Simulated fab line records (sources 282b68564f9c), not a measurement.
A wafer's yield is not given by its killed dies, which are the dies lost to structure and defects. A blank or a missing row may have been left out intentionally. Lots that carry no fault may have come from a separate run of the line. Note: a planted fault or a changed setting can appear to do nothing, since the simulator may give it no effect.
Split-lot experiment | flow rit cmos | 5 lots, 27 wafers read, on a route of 202 steps

== THE SPLIT ==
At RIT_M1_SPUTTER_00 (material Al, target thk 400 nm, time 500 s), the setting time s was moved away from the recipe's 500 s on 9 of the 27 wafers read, by -32.4% to +49.0%. For the rest of the wafers, this setting stayed at what the recipe calls for.

== FROM THE SPLIT TO THE READING: what the file shows between them, 5 steps ==
- RIT_M1_RS_MEAS_01: measures by four-point-probe
- RIT_M1_THK_MEAS_02: measures by xrf
- RIT_M1_HMDS_03: prime time 60 s
- RIT_M1_COAT_04: resist thk 1287 nm
- RIT_M1_HARDBAKE_11: time 120 s

== THE READING ==
oes product au, in a.u., at RIT_M1_METAL_ETCH_12 (etches Al in Cl2/BCl3, stops on SiO2, time 165 s, target depth 600 nm). Fault-free wafers of this fab line usually give 0.773 a.u., standard deviation 0.014 a.u.

wafer  | tool, chamber at the split | time s as run, s | against the recipe | oes product au, a.u. | against lot-mates on the recipe
L074.1 | pvd sputter-04, -          | 500              | recipe             | 0.763                | -
L074.2 | pvd sputter-04, -          | 500              | recipe             | 0.752                | -
L074.3 | pvd sputter-04, -          | 745.2            | +49.0%             | 0.948                | +0.185
L074.4 | pvd sputter-04, -          | 745.2            | +49.0%             | 0.966                | +0.203
L074.5 | pvd sputter-04, -          | 500              | recipe             | 0.775                | -
L074.6 | pvd sputter-04, -          | 745.2            | +49.0%             | 0.943                | +0.180
L078.1 | pvd sputter-04, -          | 500              | recipe             | 0.771                | -
L078.2 | pvd sputter-04, -          | 500              | recipe             | 0.749                | -
L078.3 | pvd sputter-04, -          | 500              | recipe             | 0.766                | -
L078.4 | pvd sputter-04, -          | 500              | recipe             | 0.776                | -
L078.5 | pvd sputter-04, -          | 500              | recipe             | 0.775                | -
L078.6 | pvd sputter-04, -          | 500              | recipe             | 0.757                | -
L080.3 | pvd sputter-04, -          | 500              | recipe             | 0.798                | -
L080.4 | pvd sputter-04, -          | 500              | recipe             | 0.795                | -
L080.5 | pvd sputter-04, -          | 500              | recipe             | 0.788                | -
L083.1 | pvd sputter-01, -          | 500              | recipe             | 0.796                | -
L083.2 | pvd sputter-01, -          | 346.9            | -30.6%             | 0.647                | -0.147
L083.3 | pvd sputter-01, -          | 500              | recipe             | 0.801                | -
L083.4 | pvd sputter-01, -          | 346.9            | -30.6%             | 0.643                | -0.151
L083.5 | pvd sputter-01, -          | 346.9            | -30.6%             | 0.659                | -0.135
L083.6 | pvd sputter-01, -          | 500              | recipe             | 0.785                | -
L085.1 | pvd sputter-01, -          | 338.1            | -32.4%             | 0.622                | -0.152
L085.2 | pvd sputter-01, -          | 500              | recipe             | 0.783                | -
L085.3 | pvd sputter-01, -          | 500              | recipe             | 0.754                | -
L085.4 | pvd sputter-01, -          | 500              | recipe             | 0.784                | -
L085.5 | pvd sputter-01, -          | 338.1            | -32.4%             | 0.639                | -0.135
L085.6 | pvd sputter-01, -          | 338.1            | -32.4%             | 0.618                | -0.156

THE FIT
A straight line over all 27 wafers: oes product au changes by +0.00394 a.u. for each +1% of time s; r = +0.98; the points scatter about the line by 0.017 a.u.
The same after taking each lot's own level away (the mean of its wafers on the recipe; 27 wafers): +0.00419 a.u. for each +1%; r = +0.99; scatter 0.012 a.u.
Per that fit: largest time s move, reading shift of 0.21 a.u.
Across the lots, their own levels run from 0.7633 to 0.7940 a.u., a range of 2.2 times the standard deviation given above.
So the lot-to-lot level changes the slope little: the two slopes agree.
Check: +0.205 a.u. against its lot-mates is what the line predicts for one of the wafers moved furthest among these (+49.0%) when that wafer is left out of the fit. It came out at +0.185 a.u. against them.

== THE WHOLE CHAIN: every reading that the file lists as answering this split, in the file's order ==
step                 | what it does                                                          | reading                                                                     | change (the file's fit)                  | r (the file's)
RIT_M1_SPUTTER_00    | material Al, target thk 400 nm, time 500 s                            | Al_of_M1_SPUTTER_00.thk nm (the simulator's own value, which no gauge read) | +4.02 nm for each +1% of the setting     | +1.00
RIT_M1_RS_MEAS_01    | measures by four-point-probe                                          | M1_AL_RS                                                                    | -0.000767 for each +1% of the setting    | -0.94
RIT_M1_THK_MEAS_02   | measures by xrf                                                       | M1_AL_THK                                                                   | +3.96 for each +1% of the setting        | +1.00
RIT_M1_METAL_ETCH_12 | etches Al in Cl2/BCl3, stops on SiO2, time 165 s, target depth 600 nm | oes product au                                                              | +0.0042 a.u. for each +1% of the setting | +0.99

== THE FILE'S OWN FIT ==
oes product au changes by +0.0042 a.u. for each +1% of time s, r = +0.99.
